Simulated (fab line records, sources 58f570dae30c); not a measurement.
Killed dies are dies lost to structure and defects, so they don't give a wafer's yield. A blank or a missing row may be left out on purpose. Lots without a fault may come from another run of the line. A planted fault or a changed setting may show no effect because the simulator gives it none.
Which tool did it? | flow berkeley_cmos170 | 7 lots, 21 wafers sampled, at 2 steps of a route of 331

WHAT THE GAUGES READ, wafer by wafer
UCB170_V2_THK_MEAS_01.
lot  | measured     | on            | V2_TEOS_THK (nm)
L289 | day 7 04:44  | film_metro-04 | 1976 2006 1989
L290 | day 8 02:22  | film_metro-01 | 1990 1953 1986
L298 | day 9 08:20  | film_metro-01 | 1972 2019 1971
L301 | day 9 23:17  | film_metro-02 | 1240 1229 1242
L305 | day 10 11:14 | film_metro-04 | 1978 1969 2018
L307 | day 11 03:40 | film_metro-04 | 1969 1999 2010
L306 | day 11 12:47 | film_metro-01 | 1966 1978 2005

WHICH TOOL RAN EACH LOT (tool, then ch and the chambers of the sampled wafers, then the start)
lot  | UCB170_V2_CVD_00
L289 | pecvd-01 ch 0,1,2, day 7 04:34
L290 | pecvd-03 ch 0,1,2, day 8 02:13
L298 | pecvd-01 ch 0,1, day 9 08:11
L301 | pecvd-02 ch 0,2, day 9 23:08
L305 | pecvd-01 ch 0,1,2, day 10 11:04
L307 | pecvd-01 ch 0,2, day 11 03:29
L306 | pecvd-01 ch 1,2, day 11 12:38
- UCB170_V2_CVD_00: deposits SiO2 from TEOS/O2, target thk 2000 nm, time 250 s.

THE ANSWER, worked out from the rows above alone
Rule: what is usual is taken from the lots themselves. Put in order of their means at a reading, lots are off if they are a third of the lots or fewer, leave a main group of 4 or more, and stand apart from it by a gap of 3 or more times the standard deviation of the main group's means; of several such gaps the widest counts. A main group whose means are all the same, to the digits that the tables above print for the reading, isn't used. A lot without any number at a reading at which 4 lots or more have one is off too. The other lots that the step has rows for count as sound.
Off: L301, at UCB170_V2_THK_MEAS_01 (V2_TEOS_THK). The main group: mean 1986 nm, standard deviation 5.4.
A tool fits if, at a process step before that reading, it ran every lot that is off, and no sound lot after the first of them. The gauges at UCB170_V2_THK_MEAS_01 are tried like those tools. Can't be told from this: 2 tools fit, pecvd-02 at UCB170_V2_CVD_00, film_metro-02 at UCB170_V2_THK_MEAS_01.

WHAT THE SIMULATOR HAD PUT IN
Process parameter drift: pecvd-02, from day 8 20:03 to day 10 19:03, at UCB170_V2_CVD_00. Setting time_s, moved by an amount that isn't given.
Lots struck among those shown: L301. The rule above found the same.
